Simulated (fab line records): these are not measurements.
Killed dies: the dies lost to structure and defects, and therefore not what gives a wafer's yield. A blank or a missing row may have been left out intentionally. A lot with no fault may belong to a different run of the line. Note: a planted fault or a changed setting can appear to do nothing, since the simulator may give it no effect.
fab line records :: flow rit-cmos
record
  lots=13
  wafers=39
  last-day=7
route steps=202 shown GATE@75 M1@202
lots that met no fault: from a run of the same line without faults
start-h: the number of hours between the record's first day and the start of the first shown wafer of the lot :: wait-h: hours elapsed since this lot's preceding step :: " same as the row above :: L1.1+2: one row covering several wafers at once :: - either no value or no given start :: * or withheld: withheld :: < > ~ a bound
route shown NAME@n: names a module that has steps shown in the file, with the first one's number in the route :: usual: mean and standard deviation over wafers with no fault :: same: alike in all rows :: chamber/n: place in a boat :: sites: readings site by site :: _std_site: the values' standard deviation :: _edge_site: outer sites' mean less inner sites' :: radius-mm: for every site, how far away it sits from the centre of the wafer :: mask NAME#n: copy n :: behind: the most recent tool/chamber to have shaped the wafer :: hold: reason for holding the lot/hours on hold/outcome of the hold :: device: which transistor (n, p or np) failed to switch :: end of line: the same wafers' tests at the end of the route :: a step without rows: its recipe alone :: killed: dies lost to structure and defects at the first sort, not the wafer's yield :: map: shows each die of a wafer: x if killed, . if not, _ if none is there
set.NAME: the run value of the setting; set.NAME@STEP: its run value at that earlier step :: model.NAME: the simulator's own value behind a step, which no gauge read
a sample of lots followed through the steps of the route, with each step as a table and each wafer as a row
services: the hour from which a tool's chamber was out of use, counted from the record's first day as start-h (under 0 if before that day), plus the number of hours and why
## steps
# step RIT_GATE_WET_ETCH_00
# recipe
  chemistry=BOE
  target=SiO2
  target-depth-nm=56
  time-s=60
  dry=n2-spin
  dilution=10:1
  temp-c=21.5
lot.wafer: L164.3+4+5
tool: wet-bench-01
chamber: 0
start-h: 41.25
wait-h: 0.0

lot.wafer: L166.1+4+5
tool: wet-bench-01
chamber: 0
start-h: 52.60
wait-h: 0.1

lot.wafer: L167.1+2+6
tool: wet-bench-04
chamber: 0
start-h: 57.76
wait-h: 0.1

lot.wafer: L168.1+4+6
tool: wet-bench-01
chamber: 2
start-h: 63.97
wait-h: 0.1

lot.wafer: L169.1+3+6
tool: wet-bench-02
chamber: 3
start-h: 68.08
wait-h: 0.1

lot.wafer: L170.1+2+4
tool: wet-bench-04
chamber: 0
start-h: 71.96
wait-h: 0.1

lot.wafer: L171.1+3+6
tool: wet-bench-04
chamber: 3
start-h: 76.69
wait-h: 0.1

lot.wafer: L172.1+3+4
tool: wet-bench-04
chamber: 1
start-h: 81.81
wait-h: 0.1

lot.wafer: L179.3+4+5
tool: wet-bench-04
chamber: 1
start-h: 117.69
wait-h: 0.0

lot.wafer: L182.1+2+6
tool: wet-bench-02
chamber: 0
start-h: 131.02
wait-h: 0.1

lot.wafer: L183.2+4+6
tool: wet-bench-04
chamber: 3
start-h: 136.42
wait-h: 0.0

lot.wafer: L184.3+4+5
tool: wet-bench-02
chamber: 0
start-h: 142.52
wait-h: 0.0

lot.wafer: L185.1+2+3
tool: wet-bench-02
chamber: 3
start-h: 148.94
wait-h: 0.1
# step RIT_M1_PROBE_99
# usual
  killed_at_M0_to_M3=0.0/0.14
  killed-at-contacts=0.0/0.22
  killed-at-front-end=7/3
  killed-dies=7/3.1
  killed-on-rim=1.9/1.3
  killed-open=3.4/2.1
  killed-short=3.2/1.9
# same
  gross-dies=264
  killed_at_M4_up=0
  killed-at-back-side=0
  killed-at-other=0
lot.wafer: L169.1
tool: prober-01
chamber: -
start-h: 93.52
wait-h: 0.1
killed_at_M0_to_M3: 0
killed-at-contacts: 1
killed-at-front-end: 9
killed-dies: 10
killed-on-rim: 3
killed-open: 5
killed-short: 5

lot.wafer: L169.3
tool: prober-01
chamber: -
start-h: 93.62
wait-h: 0.2
killed_at_M0_to_M3: 0
killed-at-contacts: 0
killed-at-front-end: 5
killed-dies: 5
killed-on-rim: 3
killed-open: 1
killed-short: 4

lot.wafer: L169.6
tool: prober-01
chamber: -
start-h: 93.77
wait-h: 0.2
killed_at_M0_to_M3: 0
killed-at-contacts: 0
killed-at-front-end: 5
killed-dies: 5
killed-on-rim: 1
killed-open: 4
killed-short: 1

lot.wafer: L172.1
tool: prober-02
chamber: -
start-h: 107.02
wait-h: 0.1
killed_at_M0_to_M3: 0
killed-at-contacts: 0
killed-at-front-end: 3
killed-dies: 3
killed-on-rim: 2
killed-open: 1
killed-short: 2

lot.wafer: L172.3
tool: prober-02
chamber: -
start-h: 107.12
wait-h: 0.2
killed_at_M0_to_M3: 0
killed-at-contacts: 0
killed-at-front-end: 6
killed-dies: 6
killed-on-rim: 2
killed-open: 4
killed-short: 2

lot.wafer: L172.4
tool: prober-02
chamber: -
start-h: 107.17
wait-h: 0.2
killed_at_M0_to_M3: 0
killed-at-contacts: 0
killed-at-front-end: 5
killed-dies: 5
killed-on-rim: 1
killed-open: 2
killed-short: 3

lot.wafer: L179.3
tool: prober-01
chamber: -
start-h: 143.71
wait-h: 0.2
killed_at_M0_to_M3: 0
killed-at-contacts: 0
killed-at-front-end: 28
killed-dies: 28
killed-on-rim: 1
killed-open: 4
killed-short: 0

lot.wafer: L179.4
tool: prober-01
chamber: -
start-h: 143.76
wait-h: 0.2
killed_at_M0_to_M3: 0
killed-at-contacts: 0
killed-at-front-end: 32
killed-dies: 32
killed-on-rim: 2
killed-open: 3
killed-short: 0

lot.wafer: L179.5
tool: prober-01
chamber: -
start-h: 143.81
wait-h: 0.2
killed_at_M0_to_M3: 0
killed-at-contacts: 0
killed-at-front-end: 44
killed-dies: 44
killed-on-rim: 5
killed-open: 3
killed-short: 6

lot.wafer: L182.1
tool: prober-02
chamber: -
start-h: 159.83
wait-h: 0.1
killed_at_M0_to_M3: 0
killed-at-contacts: 0
killed-at-front-end: 9
killed-dies: 9
killed-on-rim: 3
killed-open: 5
killed-short: 4

lot.wafer: L182.2
tool: prober-02
chamber: -
start-h: 159.88
wait-h: 0.1
killed_at_M0_to_M3: 0
killed-at-contacts: 0
killed-at-front-end: 12
killed-dies: 12
killed-on-rim: 4
killed-open: 6
killed-short: 6

lot.wafer: L182.6
tool: prober-02
chamber: -
start-h: 160.08
wait-h: 0.2
killed_at_M0_to_M3: 0
killed-at-contacts: 0
killed-at-front-end: 12
killed-dies: 12
killed-on-rim: 3
killed-open: 4
killed-short: 8
# killed by level:class
L169.1 FOX1:geometric-particle:short=2 SPACER:geometric-particle:open=2 FOX1:geometric-particle:open=1 FOX2:geometric-particle:short=1 SPACER:geometric-particle:short=1 SILICIDE:geometric-particle:short=1 SILICIDE:geometric-particle:open=1 CONTACT:geometric-particle:open=1
L169.3 FOX1:geometric-particle:short=2 SILICIDE:geometric-particle:short=2 FOX2:geometric-particle:open=1
L169.6 REOX:geometric-particle:open=2 FOX1:geometric-particle:open=1 FOX2:geometric-particle:short=1 FOX2:geometric-particle:open=1
L172.1 GATE:geometric-particle:short=1 GATE:geometric-particle:open=1 REOX:geometric-particle:short=1
L172.3 REOX:geometric-particle:open=2 GATE:geometric-particle:short=1 GATE:geometric-particle:open=1 REOX:geometric-particle:short=1 SILICIDE:geometric-particle:open=1
L172.4 GATE:geometric-particle:open=2 SILICIDE:geometric-particle:short=2 GATE:geometric-particle:short=1
L179.3 GATE:unspecified=24 SPACER:geometric-particle:open=2 FOX2:geometric-particle:open=1 REOX:geometric-particle:open=1
L179.4 GATE:unspecified=29 FOX1:geometric-particle:open=2 GATE:geometric-particle:open=1
L179.5 GATE:unspecified=35 REOX:geometric-particle:short=4 FOX1:geometric-particle:open=1 FOX2:geometric-particle:short=1 GATE:geometric-particle:open=1 GATE:geometric-particle:short=1 SILICIDE:geometric-particle:open=1
L182.1 REOX:geometric-particle:short=2 FOX1:geometric-particle:short=1 FOX1:geometric-particle:open=1 FOX2:geometric-particle:open=1 GATE:geometric-particle:open=1 REOX:geometric-particle:open=1 SPACER:geometric-particle:open=1 SILICIDE:geometric-particle:short=1
L182.2 FOX2:geometric-particle:open=2 GATE:geometric-particle:open=2 REOX:geometric-particle:short=2 SPACER:geometric-particle:short=2 SILICIDE:geometric-particle:short=2 REOX:geometric-particle:open=1 SPACER:geometric-particle:open=1
L182.6 GATE:geometric-particle:short=3 REOX:geometric-particle:open=2 REOX:geometric-particle:short=2 FOX1:geometric-particle:short=1 FOX2:geometric-particle:short=1 FOX2:geometric-particle:open=1 SPACER:geometric-particle:short=1 SILICIDE:geometric-particle:open=1
## services
tool: wet-bench-04
chamber: -
start-h: 82.53
hours: 3.8
kind: repair

tool: wet-bench-04
chamber: -
start-h: 122.70
hours: 1.9
kind: pm
## key
first-sign
  step=RIT_M1_PROBE_99
  reading=killed-at-front-end
  direction=up
  sigmas=9.2
  usual=7
  struck=35
effect
  step=RIT_M1_PROBE_99
  reading=killed-dies
  direction=up
  sigmas=9.1
  usual=7
  struck=35
met-at RIT_GATE_WET_ETCH_00
struck-lots L179
struck-wafers L179.3,L179.4,L179.5
tester-left-out L179
onset-between 81.81 117.69
earlier-fault
  kind=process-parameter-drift
  tool=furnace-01
  chamber=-
  onset-h=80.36
  steps=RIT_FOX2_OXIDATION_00
  channel=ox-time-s
  offset=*
  shape=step
  end-h=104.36
  acts-in=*
  stated=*
fault
  kind=chamber-particle-source
  tool=wet-bench-04
  chamber=1
  onset-h=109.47
  steps=RIT_GATE_WET_ETCH_00
  rate-per-visit-cm2=0.6031
  end-h=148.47
# tester-left-out: of these lots the tester's yield and bins aren't shown, on N5 and GAA mostly nor the transistor test; their killed dies are dies lost to structure and defects alone, not to doping, threshold or leakage, so they don't give the yield
